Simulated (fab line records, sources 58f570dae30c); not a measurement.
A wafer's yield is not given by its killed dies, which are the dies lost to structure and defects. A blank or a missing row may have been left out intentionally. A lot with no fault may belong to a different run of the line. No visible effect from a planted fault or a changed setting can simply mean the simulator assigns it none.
fab line records	flow berkeleyCmos170	part 2 of 2: steps 31 to 40 of 40
record: lots: 5	wafers: 15	lastDay: 13
route steps=331 shown FIELD@96 SACOX@97 SCREENOX@100 NVT@104 PVT@115 GATE@125
lots untouched by any fault: they come from a run of this same line in which no faults occurred
startH: hours from the record's first day to the start of the lot's first wafer shown	waitH: time in hours since the lot's previous step	" the same as in the row above	L1.1+2: a single row standing in for several wafers	- either no value or no given start	* or withheld: withheld	< > ~ a bound
route shown NAME@n: NAME is a module with steps in the file, n the number in the route of the first one	usual: mean/standard deviation taken from wafers without a fault	same: alike in all rows	chamber/n: place in a boat	sites: per-site readings	_std_site: standard deviation of those values	_edge_site: outer sites' mean less inner sites'	radiusMm: for every site, how far away it sits from the centre of the wafer	mask NAME#n: copy n	behind: the most recent tool/chamber to have shaped the wafer	hold: what put the lot on hold/how long, in hours/how the hold closed	device: names the non-switching transistor (n, p or np)	end of line: the route-end tests of the same wafers	step lacking rows: just its recipe	killed: count of dies lost to structure and defects at first sort (not the wafer's yield)	map: a wafer's dies, x killed, . not, _ none there
set.NAME: the run value of the setting; set.NAME@STEP: its run value at that earlier step	model.NAME: the simulator's own value behind a step, which no gauge read
lots at some steps of the route; a table a step, a row a wafer
services: when a tool's chamber went out of use (startH, in hours from the record's first day, below 0 if earlier), for how many hours, and the reason
== steps ==
step: UCB170_FIELD_THK_MEAS_91
recipe: reads: SiO2_of_FIELD_OXIDATION_01
usual: FIELD_OXIDE_LEFT_2_THK: 367/10
lot.wafer	tool	chamber	startH	waitH	FIELD_OXIDE_LEFT_2_THK[nm]
L075.2	filmMetro-01	-	135.27	0.0	366
L075.4	"	-	"	"	367
L075.6	"	-	"	"	366
L078.3	filmMetro-02	-	156.16	0.0	381
L078.5	"	-	"	"	368
L078.6	"	-	"	"	381
L079.1	filmMetro-04	-	156.34	0.0	391
L079.3	"	-	"	"	379
L079.4	"	-	"	"	383
L086.2	filmMetro-01	-	183.50	0.0	352
L086.3	"	-	"	"	361
L086.5	"	-	"	"	358
L095.2	filmMetro-02	-	247.10	0.0	358
L095.3	"	-	"	"	358
L095.5	"	-	"	"	362
step: UCB170_GATE_OXIDATION_01
recipe: tempC: 850	ambient: O2	targetThkA: 66	oxTimeS: 1751
usual: oxTempCMax: 854.4/2.3	zonePowerCentrePct: 42.6/1.7	zonePowerSourcePct: 22.8/1.7
lot.wafer	tool	chamber	startH	waitH	oxTempCMax	zonePowerCentrePct	zonePowerSourcePct
L075.2	furnace-02	0	140.98	5.7	851.6	44.7	22.4
L075.4	"	0	"	"	851.6	44.6	22.9
L075.6	"	0	"	"	852.5	44.1	22.9
L078.3	furnace-02	0	158.18	2.0	853.2	44.0	22.9
L078.5	"	0	"	"	852.9	44.3	22.5
L078.6	"	0	"	"	852.7	43.8	22.8
L079.1	furnace-02	0	158.18	1.8	851.8	44.9	22.7
L079.3	"	0	"	"	852.6	44.4	23.1
L079.4	"	0	"	"	852.7	44.7	22.7
L086.2	furnace-04	0	188.31	4.8	856.4	42.0	24.6
L086.3	"	0	"	"	855.8	42.2	24.1
L086.5	"	0	"	"	856.2	41.3	24.1
L095.2	furnace-04	0	250.94	3.8	858.4	41.5	24.4
L095.3	"	0	"	"	858.8	42.1	24.4
L095.5	"	0	"	"	857.8	41.3	24.4
step: UCB170_GATE_THK_MEAS_02
recipe: reads: SiO2_of_GATE_OXIDATION_01
usual: GATE_OXIDE_THK: 6.48/0.12
lot.wafer	tool	chamber	startH	waitH	GATE_OXIDE_THK[nm]
L075.2	filmMetro-04	-	142.49	0.0	6.74
L075.4	"	-	"	"	6.64
L075.6	"	-	"	"	6.78
L078.3	filmMetro-01	-	159.70	0.0	6.54
L078.5	"	-	"	"	6.49
L078.6	"	-	"	"	6.60
L079.1	filmMetro-03	-	159.74	0.1	6.40
L079.3	"	-	"	"	6.43
L079.4	"	-	"	"	6.55
L086.2	filmMetro-04	-	189.82	0.0	6.42
L086.3	"	-	"	"	6.48
L086.5	"	-	"	"	6.49
L095.2	filmMetro-03	-	252.51	0.1	6.50
L095.3	"	-	"	"	6.45
L095.5	"	-	"	"	6.55
step: UCB170_GATE_ANNEAL_03
recipe: tempC: 900	timeS: 1800	ambient: N2
usual: zonePowerCentrePct: 43.8/1.6	zonePowerSourcePct: 23.8/2.8
lot.wafer	tool	chamber	startH	waitH	zonePowerCentrePct	zonePowerSourcePct
L075.2	furnace-04	0	146.61	4.1	43.9	27.2
L075.4	"	0	"	"	45.0	27.3
L075.6	"	0	"	"	44.6	27.6
L078.3	furnace-02	0	162.27	2.6	46.9	25.4
L078.5	"	0	"	"	47.4	25.8
L078.6	"	0	"	"	46.5	25.7
L079.1	furnace-02	0	162.27	2.5	46.8	25.8
L079.3	"	0	"	"	47.8	25.2
L079.4	"	0	"	"	46.8	25.4
L086.2	furnace-01	0	193.84	4.0	43.8	21.6
L086.3	"	0	"	"	42.3	21.3
L086.5	"	0	"	"	41.9	21.4
L095.2	furnace-01	0	257.94	5.4	42.2	21.6
L095.3	"	0	"	"	42.5	21.2
L095.5	"	0	"	"	42.4	21.3
step: UCB170_GATE_CVD_04
recipe: material: poly-Si	tempC: 610	precursor: SiH4	timeS: 1440	pressureMtorr: 375	targetThkNm: 214	sih4FlowSccm: 120
usual: susceptorTempC: 610.0/0.32	zonePowerCentrePct: 29/3.7	zonePowerSourcePct: 12.2/0.92
lot.wafer	tool	chamber	startH	waitH	susceptorTempC	zonePowerCentrePct	zonePowerSourcePct
L075.2	lpcvd-02	1	149.70	1.6	610.4	32	12.2
L075.4	"	1	"	"	610.2	32	11.9
L075.6	"	1	"	"	610.5	32	11.9
L078.3	lpcvd-02	1	163.99	0.2	610.0	32	12.1
L078.5	"	1	"	"	610.1	32	11.9
L078.6	"	1	"	"	609.9	32	11.9
L079.1	lpcvd-02	1	163.99	0.2	609.3	32	12.0
L079.3	"	1	"	"	609.5	32	11.9
L079.4	"	1	"	"	609.5	32	12.0
L086.2	lpcvd-02	0	195.34	0.0	610.2	22	14.0
L086.3	"	0	"	"	609.8	22	14.0
L086.5	"	0	"	"	610.3	22	14.1
L095.2	lpcvd-02	1	259.44	0.0	610.1	32	11.9
L095.3	"	1	"	"	610.1	32	11.9
L095.5	"	1	"	"	610.2	32	12.2
step: UCB170_GATE_THK_MEAS_05
recipe: reads: poly-Si_of_GATE_CVD_04
usual: GATE_POLY_THK: 214.2/2.5
lot.wafer	tool	chamber	startH	waitH	GATE_POLY_THK[nm]
L075.2	filmMetro-04	-	151.11	0.0	210.3
L075.4	"	-	"	"	211.2
L075.6	"	-	"	"	212.4
L079.1	filmMetro-03	-	165.39	0.0	213.9
L079.3	"	-	"	"	213.9
L079.4	"	-	"	"	213.1
L078.3	filmMetro-01	-	165.41	0.0	214.5
L078.5	"	-	"	"	213.3
L078.6	"	-	"	"	214.6
L086.2	filmMetro-01	-	196.75	0.0	220.1
L086.3	"	-	"	"	219.8
L086.5	"	-	"	"	222.0
L095.2	filmMetro-04	-	260.87	0.0	215.6
L095.3	"	-	"	"	216.0
L095.5	"	-	"	"	216.3
step: UCB170_GATE_COAT_06
recipe: resist: BARC	tempC: withheld	timeS: withheld	spinRpm: 3000	resistThkNm: withheld
lot.wafer	tool	chamber	startH	waitH
L075.2+4+6	lithoTrack-03	0	151.37	0.3
L079.1+3+4	lithoTrack-03	0	166.16	0.8
L078.3+5+6	lithoTrack-01	0	166.64	1.2
L086.2+3+5	lithoTrack-04	0	196.83	0.1
L095.2+3+5	lithoTrack-03	0	260.95	0.1
step: UCB170_GATE_COAT_07
recipe: resist: KrF	spinRpm: 1500	resistThkNm: 900
lot.wafer	tool	chamber	startH	waitH
L075.2+4+6	lithoTrack-03	0	-	-
L079.1+3+4	lithoTrack-03	0	-	-
L078.3+5+6	lithoTrack-01	0	-	-
L086.2+3+5	lithoTrack-04	0	-	-
L095.2+3+5	lithoTrack-03	0	-	-
step: UCB170_GATE_SOFTBAKE_08
recipe: resist: KrF	tempC: 130	timeS: 60
usual: plateTempC: 130.03/0.13
lot.wafer	tool	chamber	startH	waitH	plateTempC
L075.2	lithoTrack-03	0	-	-	130.00
L075.4	"	0	"	"	130.04
L075.6	"	0	"	"	129.64
L079.1	lithoTrack-03	0	-	-	129.91
L079.3	"	0	"	"	129.85
L079.4	"	0	"	"	129.76
L078.3	lithoTrack-01	0	-	-	130.41
L078.5	"	0	"	"	130.35
L078.6	"	0	"	"	130.11
L086.2	lithoTrack-04	0	-	-	130.01
L086.3	"	0	"	"	130.27
L086.5	"	0	"	"	130.14
L095.2	lithoTrack-03	0	-	-	129.97
L095.3	"	0	"	"	130.15
L095.5	"	0	"	"	130.07
step: UCB170_GATE_EXPOSE_09
recipe: maskId: POLY	targetCdNm: 350	na: 0.5	sigmaOuter: 0.6	sourceShape: conventional	doseMj: 21
lot.wafer	tool	chamber	startH	waitH	mask
L075.2+4+6	krfScanner-02	0	151.82	-	POLY#0
L079.1+3+4	krfScanner-02	0	166.76	-	POLY#0
L078.3+5+6	krfScanner-02	0	167.36	-	POLY#0
L086.2+3+5	krfScanner-01	0	197.64	-	POLY#0
L095.2+3+5	krfScanner-02	0	261.62	-	POLY#0
== services ==
tool	chamber	startH	hours	kind
furnace-01	-	94.44	3.1	pm
implanter-02	-	98.62	5.3	pm
implanter-03	-	107.87	0.9	repair
furnace-01	-	108.55	3.9	pm
plasmaAsher-03	-	108.83	9.0	pm
krfScanner-01	-	114.34	1.0	pm
plasmaAsher-02	-	125.58	1.5	repair
implanter-03	-	126.09	0.6	repair
implanter-02	-	137.82	1.8	repair
krfScanner-02	-	141.67	4.4	pm
krfScanner-01	-	146.04	1.3	pm
plasmaAsher-03	-	154.15	3.3	repair
plasmaAsher-03	-	162.80	0.8	repair
furnace-01	-	172.64	8.9	repair
furnace-02	-	190.27	15.7	pm
krfScanner-02	-	204.83	1.0	pm
krfScanner-02	-	206.48	1.3	pm
krfScanner-01	-	209.22	0.3	repair
krfScanner-01	-	213.49	0.8	pm
implanter-02	-	213.90	7.3	pm
plasmaAsher-02	-	218.78	3.2	repair
implanter-02	-	225.33	9.6	repair
furnace-04	-	259.29	3.4	pm
furnace-01	-	260.79	3.1	pm
